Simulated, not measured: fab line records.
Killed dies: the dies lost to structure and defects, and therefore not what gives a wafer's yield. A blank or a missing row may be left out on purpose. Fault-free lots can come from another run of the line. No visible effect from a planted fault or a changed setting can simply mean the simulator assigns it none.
fab line records	flow rit-cmos
record: lots: 14	wafers: 42	last-day: 7
route steps=202 shown M1@184
lots untouched by any fault: they come from a run of this same line in which no faults occurred
start-h: the number of hours between the record's first day and the start of the first shown wafer of the lot	wait-h: hours elapsed since this lot's preceding step	" same as the row above	L1.1+2: a row that stands for several wafers	- either no value or no given start	* or withheld: withheld	< > ~ a bound
route shown NAME@n: a module of which the file shows steps, and the number in the route of the first	usual: mean/standard deviation of fault-free wafers	same: alike in all rows	chamber/n: place in a boat	sites: readings site by site	_std_site: their standard deviation	_edge_site: outer sites' mean less inner sites'	radius-mm: how far each site lies from the wafer's centre	mask NAME#n: copy n	behind: the last tool/chamber to shape the wafer	hold: why the lot went on hold/how many hours it stayed there/how the hold came to an end	device: the transistor (n, p or np) that didn't switch	end of line: the route-end tests of the same wafers	for a step that has no rows: nothing shown but its recipe	killed: dies lost to structure and defects at the first sort, not the wafer's yield	map: dies across one wafer; x = killed, . = not, _ = none there
set.NAME: the setting that was run; set.NAME@STEP: the one run at that earlier step	model.NAME: the simulator's own value behind a step, which no gauge read
steps of the route over a sample of lots; a table a step, a row a wafer
services: when a tool's chamber went out of use (start-h, in hours from the record's first day, below 0 if earlier), for how many hours, and the reason
== steps ==
step: RIT_M1_SPUTTER_00
recipe: material: Al	target-thk-nm: 400	power-w: 2000	chamber-pressure-pa: 0.4	gas: Ar	time-s: 500	substrate-temp-c: 25
usual: cathode-dc-power-W: 2000.0/0.36	substrate-temp-c: 25.01/0.11	throttle-valve-pct: 30.1/0.71
lot.wafer	tool	chamber	start-h	wait-h	cathode-dc-power-W	substrate-temp-c	throttle-valve-pct
L211.4	pvd-sputter-02	-	53.59	0.0	1999.6	24.97	31.2
L211.5	"	-	"	"	1999.8	25.07	29.6
L211.6	"	-	"	"	1999.9	25.10	30.6
L212.3	pvd-sputter-03	-	60.20	0.0	2000.3	24.95	29.8
L212.5	"	-	"	"	2000.4	25.04	29.0
L212.6	"	-	"	"	2000.4	24.87	28.9
L213.2	pvd-sputter-02	-	65.25	0.0	1999.6	24.97	30.6
L213.4	"	-	"	"	1999.9	24.94	29.6
L213.5	"	-	"	"	2000.0	24.96	30.7
L214.1	pvd-sputter-03	-	69.95	0.0	2000.3	24.92	29.0
L214.2	"	-	"	"	1999.8	24.96	28.9
L214.6	"	-	"	"	2000.0	24.93	30.0
L215.2	pvd-sputter-04	-	74.12	0.0	2000.1	25.05	29.9
L215.3	"	-	"	"	1999.6	25.19	30.2
L215.6	"	-	"	"	1999.5	24.90	30.8
L216.3	pvd-sputter-02	-	79.20	0.0	2000.9	25.02	29.8
L216.4	"	-	"	"	2000.6	25.18	31.3
L216.5	"	-	"	"	2000.5	25.09	30.2
L217.2	pvd-sputter-04	-	82.55	0.0	2000.4	24.93	29.5
L217.3	"	-	"	"	2000.1	24.73	29.9
L217.5	"	-	"	"	2000.3	24.86	29.9
L218.2	pvd-sputter-02	-	87.52	0.0	1999.2	24.94	30.7
L218.3	"	-	"	"	2000.1	25.10	31.4
L218.6	"	-	"	"	2000.0	24.99	29.6
L219.1	pvd-sputter-04	-	94.11	0.0	1999.6	25.15	30.2
L219.2	"	-	"	"	2000.1	25.00	29.9
L219.4	"	-	"	"	2000.3	24.91	29.4
L222.1	pvd-sputter-02	-	108.04	0.0	1999.4	25.01	29.1
L222.3	"	-	"	"	2000.4	24.79	30.2
L222.4	"	-	"	"	1999.9	25.11	31.3
L226.1	pvd-sputter-02	-	132.51	0.0	1999.4	25.14	30.7
L226.3	"	-	"	"	2000.0	25.06	30.3
L226.4	"	-	"	"	1999.9	24.99	29.4
L230.3	pvd-sputter-04	-	152.56	0.0	1999.4	24.86	30.3
L230.5	"	-	"	"	1999.7	25.16	30.0
L230.6	"	-	"	"	1999.9	25.01	29.5
L232.1	pvd-sputter-03	-	160.90	0.0	1999.9	24.96	28.9
L232.4	"	-	"	"	2000.2	24.93	30.0
L232.6	"	-	"	"	2000.1	25.01	30.1
L234.4	pvd-sputter-04	-	168.46	0.0	2000.4	24.98	29.4
L234.5	"	-	"	"	2000.3	25.10	30.1
L234.6	"	-	"	"	1999.7	24.93	29.6
step: RIT_M1_RS_MEAS_01
recipe: thk-meas-gauge: four-point-probe	reads: Al_of_M1_SPUTTER_00
usual: M1_AL_RS: 0.0736/0.00073
lot.wafer	tool	chamber	start-h	wait-h	M1_AL_RS[ohm/sq]
L211.4	film-metro-02	-	53.95	0.2	0.0741
L211.5	"	-	"	"	0.0742
L211.6	"	-	"	"	0.0747
L212.3	film-metro-03	-	60.54	0.2	0.0728
L212.5	"	-	"	"	0.0725
L212.6	"	-	"	"	0.0727
L213.2	film-metro-02	-	65.56	0.2	0.0738
L213.4	"	-	"	"	0.0737
L213.5	"	-	"	"	0.0737
L214.1	film-metro-04	-	70.24	0.1	0.0740
L214.2	"	-	"	"	0.0741
L214.6	"	-	"	"	0.0739
L215.2	film-metro-02	-	74.43	0.2	0.0734
L215.3	"	-	"	"	0.0736
L215.6	"	-	"	"	0.0732
L216.3	film-metro-02	-	79.54	0.2	0.0738
L216.4	"	-	"	"	0.0735
L216.5	"	-	"	"	0.0735
L217.2	film-metro-04	-	82.86	0.2	0.0725
L217.3	"	-	"	"	0.0723
L217.5	"	-	"	"	0.0724
L218.2	film-metro-03	-	87.83	0.2	0.0745
L218.3	"	-	"	"	0.0740
L218.6	"	-	"	"	0.0740
L219.1	film-metro-02	-	94.40	0.1	0.0730
L219.2	"	-	"	"	0.0718
L219.4	"	-	"	"	0.0722
L222.1	film-metro-04	-	108.34	0.1	0.0818
L222.3	"	-	"	"	0.0735
L222.4	"	-	"	"	0.0740
L226.1	film-metro-04	-	132.80	0.1	0.0740
L226.3	"	-	"	"	0.0744
L226.4	"	-	"	"	0.0822
L230.3	film-metro-03	-	152.89	0.2	0.0732
L230.5	"	-	"	"	0.0731
L230.6	"	-	"	"	0.0727
L232.1	film-metro-02	-	161.19	0.1	0.0731
L232.4	"	-	"	"	0.0730
L232.6	"	-	"	"	0.0733
L234.4	film-metro-03	-	168.82	0.2	0.0733
L234.5	"	-	"	"	0.0737
L234.6	"	-	"	"	0.0735
step: RIT_M1_THK_MEAS_02
recipe: thk-meas-gauge: xrf	reads: Al_of_M1_SPUTTER_00
usual: M1_AL_THK: 395/4
lot.wafer	tool	chamber	start-h	wait-h	M1_AL_THK[nm]
L211.4	film-metro-02	-	54.04	0.1	393
L211.5	"	-	"	"	392
L211.6	"	-	"	"	389
L212.3	film-metro-03	-	60.64	0.1	399
L212.5	"	-	"	"	401
L212.6	"	-	"	"	399
L213.2	film-metro-02	-	65.67	0.1	396
L213.4	"	-	"	"	396
L213.5	"	-	"	"	395
L214.1	film-metro-04	-	70.36	0.1	394
L214.2	"	-	"	"	393
L214.6	"	-	"	"	394
L215.2	film-metro-02	-	74.54	0.1	396
L215.3	"	-	"	"	395
L215.6	"	-	"	"	396
L216.3	film-metro-02	-	79.64	0.1	393
L216.4	"	-	"	"	396
L216.5	"	-	"	"	394
L217.2	film-metro-04	-	82.97	0.1	397
L217.3	"	-	"	"	403
L217.5	"	-	"	"	405
L218.2	film-metro-03	-	87.94	0.1	391
L218.3	"	-	"	"	392
L218.6	"	-	"	"	390
L219.1	film-metro-02	-	94.52	0.1	399
L219.2	"	-	"	"	403
L219.4	"	-	"	"	403
L222.1	film-metro-04	-	108.46	0.1	355
L222.3	"	-	"	"	396
L222.4	"	-	"	"	393
L226.1	film-metro-04	-	132.92	0.1	393
L226.3	"	-	"	"	389
L226.4	"	-	"	"	356
L230.3	film-metro-03	-	152.99	0.1	397
L230.5	"	-	"	"	395
L230.6	"	-	"	"	397
L232.1	film-metro-02	-	161.31	0.1	399
L232.4	"	-	"	"	400
L232.6	"	-	"	"	398
L234.4	film-metro-03	-	168.91	0.1	392
L234.5	"	-	"	"	392
L234.6	"	-	"	"	393
step: RIT_M1_METAL_ETCH_12
recipe: stop-on: SiO2	chemistry: Cl2/BCl3	target: Al	time-s: 165	over-etch-frac: 0.5	pressure-mtorr: 100	target-depth-a: 6000	rf-w: 250	Cl2_flow_sccm: 60	bcl3-flow-sccm: 50
usual: drypump-motor-current-A: 5.7/0.35	oes-product-au: 0.776/0.011	rf-fwd-power-W: 248.8/0.81	throttle-valve-pct: 8.26/0.1
lot.wafer	tool	chamber	start-h	wait-h	drypump-motor-current-A	oes-product-au	rf-fwd-power-W	rf-hours-counter-h	throttle-valve-pct
L211.4	rie-metal-02	1	55.53	0.1	5.4	0.765	248.2	-	8.17
L211.5	"	1	"	"	5.4	0.761	249.1	-	8.17
L211.6	"	0	"	"	6.1	0.782	248.8	-	8.24
L212.3	rie-metal-04	1	62.02	0.2	5.2	0.776	247.0	-	8.38
L212.5	"	0	"	"	5.8	0.763	249.3	-	8.11
L212.6	"	1	"	"	5.1	0.788	248.1	-	8.38
L213.2	rie-metal-01	1	67.28	0.2	6.0	0.782	248.6	4	8.38
L213.4	"	0	"	"	6.0	0.785	249.3	-	8.27
L213.5	"	1	"	"	6.0	0.783	249.4	-	8.38
L214.1	rie-metal-02	1	71.83	0.2	5.4	0.764	247.6	35	8.16
L214.2	"	0	"	"	6.1	0.781	249.4	38	8.25
L214.6	"	1	"	"	5.4	0.756	248.9	-	8.18
L215.2	rie-metal-04	1	76.13	0.2	5.2	0.779	247.7	1	8.37
L215.3	"	0	"	"	5.8	0.758	248.5	-	8.10
L215.6	"	1	"	"	5.2	0.778	248.3	-	8.41
L216.3	rie-metal-01	1	81.14	0.2	6.0	0.794	248.4	-	8.40
L216.4	"	0	"	"	6.0	0.774	249.9	-	8.27
L216.5	"	1	"	"	6.0	0.784	247.9	-	8.40
L217.2	rie-metal-02	1	84.66	0.2	5.4	0.764	249.9	35	8.16
L217.3	"	0	"	"	6.1	0.791	249.0	-	8.23
L217.5	"	1	"	"	5.4	0.768	249.6	-	8.16
L218.2	rie-metal-04	0	89.28	0.2	5.8	0.755	248.5	1	8.07
L218.3	"	1	"	"	5.2	0.771	247.4	-	8.39
L218.6	"	1	"	"	5.2	0.775	248.0	-	8.39
L219.1	rie-metal-01	1	95.87	0.2	6.0	0.793	249.3	5	8.37
L219.2	"	0	"	"	6.0	0.789	249.7	4	8.27
L219.4	"	0	"	"	6.0	0.795	248.8	-	8.26
L222.1	rie-metal-01	0	109.80	0.2	6.0	0.729	249.2	4	8.29
L222.3	"	0	"	"	6.0	0.775	248.1	-	8.27
L222.4	"	1	"	"	6.0	0.780	249.2	-	8.38
L226.1	rie-metal-02	0	134.51	0.2	6.1	0.781	248.3	39	8.23
L226.3	"	0	"	"	6.1	0.779	249.2	-	8.24
L226.4	"	1	"	"	5.4	0.711	249.1	-	8.18
L230.3	rie-metal-01	0	154.37	0.2	6.0	0.782	249.9	-	8.27
L230.5	"	1	"	"	6.0	0.786	248.2	-	8.37
L230.6	"	0	"	"	6.0	0.786	248.9	-	8.26
L232.1	rie-metal-04	0	162.79	0.2	5.8	0.773	248.7	2	8.08
L232.4	"	0	"	"	5.8	0.769	249.1	-	8.10
L232.6	"	0	"	"	5.8	0.765	249.6	-	8.10
L234.4	rie-metal-02	0	170.28	0.1	6.1	0.780	249.6	-	8.24
L234.5	"	1	"	"	5.4	0.776	248.9	-	8.16
L234.6	"	0	"	"	6.1	0.773	250.8	-	8.24
step: RIT_M1_PROBE_99
usual: defect-limited-yield: 97.3/1.1	killed-at-contacts: 0.1/0.25	killed-at-front-end: 7.1/2.9	killed-dies: 7.2/2.9	killed-on-rim: 2.0/1.3	killed-open: 3.6/1.9	killed-short: 3.5/1.9	sort_bin_3_pad_short: 0.1/0.22	sort_bin_5_function: 1.5/0.77	sort_bin_6_memory: 1.1/0.67	sort-n-pass: 256.8/2.9	sort-yield-pct: 97.3/1.1
same: gross-dies: 264	killed_at_M0_to_M3: 0	killed_at_M4_up: 0	killed-at-back-side: 0	killed-at-other: 0
lot.wafer	tool	chamber	start-h	wait-h	defect-limited-yield[%]	killed-at-contacts	killed-at-front-end	killed-dies	killed-on-rim	killed-open	killed-short	sort_bin_3_pad_short[%]	sort_bin_5_function[%]	sort_bin_6_memory[%]	sort-n-pass	sort-yield-pct[%]
L211.4	prober-02	-	57.88	0.2	97.7	0	6	6	4	4	2	0	1.5	0.8	258.0	97.7
L211.5	prober-02	-	57.93	0.2	98.5	0	4	4	3	4	0	0	1.1	0.4	260.0	98.5
L211.6	prober-02	-	57.98	0.2	97.3	0	7	7	4	2	5	0.4	1.5	0.8	257.0	97.3
L212.3	prober-01	-	64.33	0.2	98.9	1	2	3	1	0	3	0.4	0.4	0.4	261.0	98.9
L212.5	prober-01	-	64.43	0.2	97.7	0	6	6	2	4	2	0	1.5	0.8	258.0	97.7
L212.6	prober-01	-	64.48	0.2	97.0	0	8	8	2	3	5	0.4	1.1	1.5	256.0	97.0
L213.2	prober-02	-	70.52	0.1	97.7	0	6	6	1	2	4	0.4	1.5	0.4	258.0	97.7
L213.4	prober-02	-	70.62	0.2	98.1	0	5	5	3	0	5	0.4	0.8	0.8	259.0	98.1
L213.5	prober-02	-	70.67	0.2	97.3	0	7	7	1	5	2	0	1.1	1.5	257.0	97.3
L214.1	prober-01	-	74.26	0.1	98.5	0	4	4	3	2	2	0	0.8	0.8	260.0	98.5
L214.2	prober-01	-	74.31	0.1	97.3	0	7	7	2	4	3	0.4	1.5	0.8	257.0	97.3
L214.6	prober-01	-	74.51	0.2	98.9	0	3	3	1	1	2	0	0.8	0.4	261.0	98.9
L215.2	prober-02	-	78.51	0.1	98.5	0	4	4	2	4	0	0	0.8	0.8	260.0	98.5
L215.3	prober-02	-	78.56	0.2	97.0	0	8	8	4	6	2	0.4	0.8	1.9	256.0	97.0
L215.6	prober-02	-	78.71	0.2	96.6	1	8	9	4	4	5	0.4	1.5	1.5	255.0	96.6
L216.3	prober-01	-	83.77	0.2	98.9	0	3	3	0	3	0	0	1.1	0	261.0	98.9
L216.4	prober-01	-	83.82	0.2	97.0	0	8	8	2	5	3	0	1.5	1.5	256.0	97.0
L216.5	prober-01	-	83.87	0.2	95.8	0	11	11	0	7	4	0.4	2.7	1.1	253.0	95.8
L217.2	prober-02	-	87.01	0.1	95.5	0	12	12	5	7	5	0	2.7	1.9	252.0	95.5
L217.3	prober-02	-	87.06	0.2	98.5	0	4	4	1	1	3	0.4	0.8	0.4	260.0	98.5
L217.5	prober-02	-	87.16	0.2	96.2	0	10	10	0	4	6	0.4	2.7	0.8	254.0	96.2
L218.2	prober-01	-	91.58	0.1	98.9	0	3	3	1	3	0	0	0.8	0.4	261.0	98.9
L218.3	prober-01	-	91.63	0.2	97.7	0	6	6	1	4	2	0	0.4	1.9	258.0	97.7
L218.6	prober-01	-	91.78	0.2	96.6	0	9	9	2	5	4	0.4	2.3	0.8	255.0	96.6
L219.1	prober-01	-	98.12	0.1	98.1	0	5	5	1	4	1	0	1.9	0	259.0	98.1
L219.2	prober-01	-	98.17	0.1	99.2	0	2	2	1	1	1	0	0.4	0.4	262.0	99.2
L219.4	prober-01	-	98.27	0.2	98.5	0	4	4	1	0	4	0.4	1.1	0	260.0	98.5
L222.1	prober-02	-	116.32	0.1	95.5	0	12	12	3	6	6	0	2.3	2.3	252.0	95.5
L222.3	prober-02	-	116.42	0.2	97.3	0	7	7	2	4	3	0	1.5	1.1	257.0	97.3
L222.4	prober-02	-	116.47	0.2	97.7	0	6	6	2	3	3	0	1.5	0.8	258.0	97.7
L226.1	prober-02	-	138.00	0.1	95.5	0	12	12	5	6	6	0	1.5	3.0	252.0	95.5
L226.3	prober-02	-	138.10	0.2	96.2	0	10	10	1	5	5	0	2.3	1.5	254.0	96.2
L226.4	prober-02	-	138.15	0.2	95.8	0	11	11	5	5	6	1.1	1.9	1.1	253.0	95.8
L230.3	prober-02	-	156.67	0.2	96.6	0	9	9	4	3	5	0.4	1.5	1.5	255.0	96.6
L230.5	prober-02	-	156.77	0.2	97.3	0	7	7	3	2	4	0.4	1.1	1.1	257.0	97.3
L230.6	prober-02	-	156.82	0.2	95.5	0	12	12	2	7	5	0	2.3	2.3	252.0	95.5
L232.1	prober-02	-	165.04	0.1	97.3	0	7	7	1	3	4	0	1.5	1.1	257.0	97.3
L232.4	prober-02	-	165.19	0.2	97.3	0	7	7	2	4	3	0	0.4	2.3	257.0	97.3
L232.6	prober-02	-	165.29	0.2	96.2	0	10	10	1	6	4	0	3.0	0.8	254.0	96.2
L234.4	prober-01	-	172.63	0.2	96.6	0	9	9	2	4	5	0	1.5	1.9	255.0	96.6
L234.5	prober-01	-	172.68	0.2	96.6	0	9	9	2	3	6	0.4	0.8	2.3	255.0	96.6
L234.6	prober-01	-	172.73	0.2	97.7	0	6	6	1	2	4	0	1.1	1.1	258.0	97.7
killed by level:class
L211.4 GATE:geometric-particle:short=2 REOX:geometric-particle:open=2 SPACER:geometric-particle:open=1 SILICIDE:geometric-particle:open=1
L211.5 GATE:geometric-particle:open=3 FOX2:geometric-particle:open=1
L211.6 SPACER:geometric-particle:short=3 GATE:geometric-particle:short=2 FOX2:geometric-particle:open=1 SPACER:geometric-particle:open=1
L212.3 GATE:geometric-particle:short=2 CONTACT:geometric-particle:short=1
L212.5 FOX1:geometric-particle:open=1 FOX1:geometric-particle:short=1 GATE:geometric-particle:open=1 REOX:geometric-particle:open=1 SPACER:geometric-particle:short=1 SPACER:geometric-particle:open=1
L212.6 REOX:geometric-particle:short=3 REOX:geometric-particle:open=2 FOX1:geometric-particle:short=1 GATE:geometric-particle:open=1 GATE:geometric-particle:short=1
L213.2 GATE:geometric-particle:short=2 FOX1:geometric-particle:open=1 FOX2:geometric-particle:short=1 GATE:geometric-particle:open=1 SPACER:geometric-particle:short=1
L213.4 GATE:geometric-particle:short=2 REOX:geometric-particle:short=1 SPACER:geometric-particle:short=1 SILICIDE:geometric-particle:short=1
L213.5 FOX2:geometric-particle:open=2 GATE:geometric-particle:open=1 SPACER:geometric-particle:short=1 SPACER:geometric-particle:open=1 SILICIDE:geometric-particle:open=1 SILICIDE:geometric-particle:short=1
L214.1 FOX1:geometric-particle:open=2 FOX1:geometric-particle:short=1 FOX2:geometric-particle:short=1
L214.2 GATE:geometric-particle:open=4 FOX2:geometric-particle:short=1 GATE:geometric-particle:short=1 REOX:geometric-particle:short=1
L214.6 SILICIDE:geometric-particle:short=2 FOX2:geometric-particle:open=1
L215.2 FOX1:geometric-particle:open=2 GATE:geometric-particle:open=2
L215.3 REOX:geometric-particle:open=3 GATE:geometric-particle:open=2 FOX1:geometric-particle:open=1 FOX1:geometric-particle:short=1 GATE:geometric-particle:short=1
L215.6 GATE:geometric-particle:short=4 GATE:geometric-particle:open=2 FOX1:geometric-particle:short=1 SPACER:geometric-particle:open=1 CONTACT:geometric-particle:open=1
L216.3 FOX2:geometric-particle:open=2 REOX:geometric-particle:open=1
L216.4 GATE:geometric-particle:open=3 GATE:geometric-particle:short=2 REOX:geometric-particle:open=1 SILICIDE:geometric-particle:short=1 SILICIDE:geometric-particle:open=1
L216.5 GATE:geometric-particle:open=3 FOX1:geometric-particle:open=2 REOX:geometric-particle:short=2 SILICIDE:geometric-particle:open=2 FOX2:geometric-particle:short=1 SILICIDE:geometric-particle:short=1
L217.2 SILICIDE:geometric-particle:open=3 SPACER:geometric-particle:short=2 FOX1:geometric-particle:short=1 FOX1:geometric-particle:open=1 FOX2:geometric-particle:open=1 FOX2:geometric-particle:short=1 GATE:geometric-particle:open=1 GATE:geometric-particle:short=1
L217.3 FOX2:geometric-particle:short=2 FOX1:geometric-particle:short=1 FOX2:geometric-particle:open=1
L217.5 GATE:geometric-particle:short=2 GATE:geometric-particle:open=2 SILICIDE:geometric-particle:short=2 FOX2:geometric-particle:short=1 SPACER:geometric-particle:open=1 SPACER:geometric-particle:short=1 SILICIDE:geometric-particle:open=1
L218.2 SPACER:geometric-particle:open=2 REOX:geometric-particle:open=1
L218.3 FOX1:geometric-particle:short=1 GATE:geometric-particle:open=1 GATE:geometric-particle:short=1 REOX:geometric-particle:open=1 SPACER:geometric-particle:open=1 SILICIDE:geometric-particle:open=1
L218.6 GATE:geometric-particle:short=3 GATE:geometric-particle:open=2 FOX1:geometric-particle:open=1 REOX:geometric-particle:open=1 SPACER:geometric-particle:short=1 SILICIDE:geometric-particle:open=1
L219.1 SPACER:geometric-particle:open=2 FOX1:geometric-particle:short=1 FOX1:geometric-particle:open=1 GATE:geometric-particle:open=1
L219.2 FOX1:geometric-particle:open=1 SPACER:geometric-particle:short=1
L219.4 SPACER:geometric-particle:short=2 FOX1:geometric-particle:short=1 GATE:geometric-particle:short=1
L222.1 GATE:geometric-particle:short=5 GATE:geometric-particle:open=3 REOX:geometric-particle:open=2 REOX:geometric-particle:short=1 SILICIDE:geometric-particle:open=1
L222.3 SILICIDE:geometric-particle:open=2 FOX1:geometric-particle:short=1 FOX2:geometric-particle:open=1 GATE:geometric-particle:short=1 GATE:geometric-particle:open=1 SILICIDE:geometric-particle:short=1
L222.4 GATE:geometric-particle:short=3 GATE:geometric-particle:open=2 SPACER:geometric-particle:open=1
L226.1 REOX:geometric-particle:short=3 FOX2:geometric-particle:open=2 SPACER:geometric-particle:open=2 FOX1:geometric-particle:short=1 FOX1:geometric-particle:open=1 SPACER:geometric-particle:short=1 SILICIDE:geometric-particle:short=1 SILICIDE:geometric-particle:open=1
L226.3 REOX:geometric-particle:short=3 REOX:geometric-particle:open=3 GATE:geometric-particle:short=2 FOX1:geometric-particle:open=1 GATE:geometric-particle:open=1
L226.4 GATE:geometric-particle:short=3 REOX:geometric-particle:open=2 FOX1:geometric-particle:short=1 FOX2:geometric-particle:open=1 GATE:geometric-particle:open=1 REOX:geometric-particle:short=1 SPACER:geometric-particle:short=1 SPACER:geometric-particle:open=1
L230.3 GATE:geometric-particle:short=4 GATE:geometric-particle:open=2 REOX:geometric-particle:open=1 SILICIDE:geometric-particle:short=1 PSD:coat-microbubble-printed=1
L230.5 SILICIDE:geometric-particle:short=3 GATE:geometric-particle:open=1 GATE:geometric-particle:short=1 REOX:geometric-particle:open=1 NSD:coat-microbubble-printed=1
L230.6 GATE:geometric-particle:open=6 GATE:geometric-particle:short=3 REOX:geometric-particle:short=1 REOX:geometric-particle:open=1 SILICIDE:geometric-particle:short=1
L232.1 GATE:geometric-particle:short=3 FOX1:geometric-particle:open=1 FOX1:geometric-particle:short=1 FOX2:geometric-particle:open=1 GATE:geometric-particle:open=1
L232.4 FOX1:geometric-particle:open=1 FOX1:geometric-particle:short=1 FOX2:geometric-particle:open=1 FOX2:geometric-particle:short=1 GATE:geometric-particle:short=1 GATE:geometric-particle:open=1 REOX:geometric-particle:open=1
L232.6 GATE:geometric-particle:open=3 GATE:geometric-particle:short=2 FOX1:geometric-particle:open=1 REOX:geometric-particle:open=1 SPACER:geometric-particle:open=1 SPACER:geometric-particle:short=1 SILICIDE:geometric-particle:short=1
L234.4 SILICIDE:geometric-particle:open=2 FOX2:geometric-particle:open=1 FOX2:geometric-particle:short=1 GATE:geometric-particle:open=1 GATE:geometric-particle:short=1 REOX:geometric-particle:short=1 SPACER:geometric-particle:short=1 SILICIDE:geometric-particle:short=1
L234.5 GATE:geometric-particle:open=2 GATE:geometric-particle:short=2 REOX:geometric-particle:short=2 ACTIVE:geometric-particle:open=1 FOX1:geometric-particle:short=1 SILICIDE:geometric-particle:short=1
L234.6 FOX1:geometric-particle:short=1 FOX2:geometric-particle:short=1 GATE:geometric-particle:short=1 GATE:geometric-particle:open=1 SPACER:geometric-particle:open=1 SILICIDE:geometric-particle:short=1
== services ==
tool	chamber	start-h	hours	kind
rie-metal-02	0	34.19	9.9	repair
pvd-sputter-03	-	35.80	0.5	repair
pvd-sputter-04	-	70.36	1.3	repair
rie-metal-02	-	136.12	20.0	pm
rie-metal-02	0	136.12	20.0	vent-cycle
rie-metal-02	1	136.12	20.0	vent-cycle
rie-metal-02	0	156.12	-	clean
rie-metal-02	1	156.12	-	clean
== key ==
first-sign: step: RIT_M1_RS_MEAS_01	reading: M1_AL_RS	direction: up	sigmas: 11	usual: 0.0736	struck: 0.0820
effect: step: RIT_M1_THK_MEAS_02	reading: M1_AL_THK	direction: down	sigmas: 9.8	usual: 395	struck: 355
effect: step: RIT_M1_METAL_ETCH_12	reading: oes-product-au	direction: down	sigmas: 5	usual: 0.776	struck: 0.720
met-at RIT_M1_SPUTTER_00
struck-lots L222,L226
struck-wafers L222.1,L226.4
onset-between 87.52 108.04
fault: kind: process-parameter-drift	tool: pvd-sputter-02	chamber: -	onset-h: 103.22	steps: RIT_M1_SPUTTER_00	channel: target-thk-nm	offset: -40	shape: step	end-h: 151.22	stated: 400	scope: struck-wafers-only
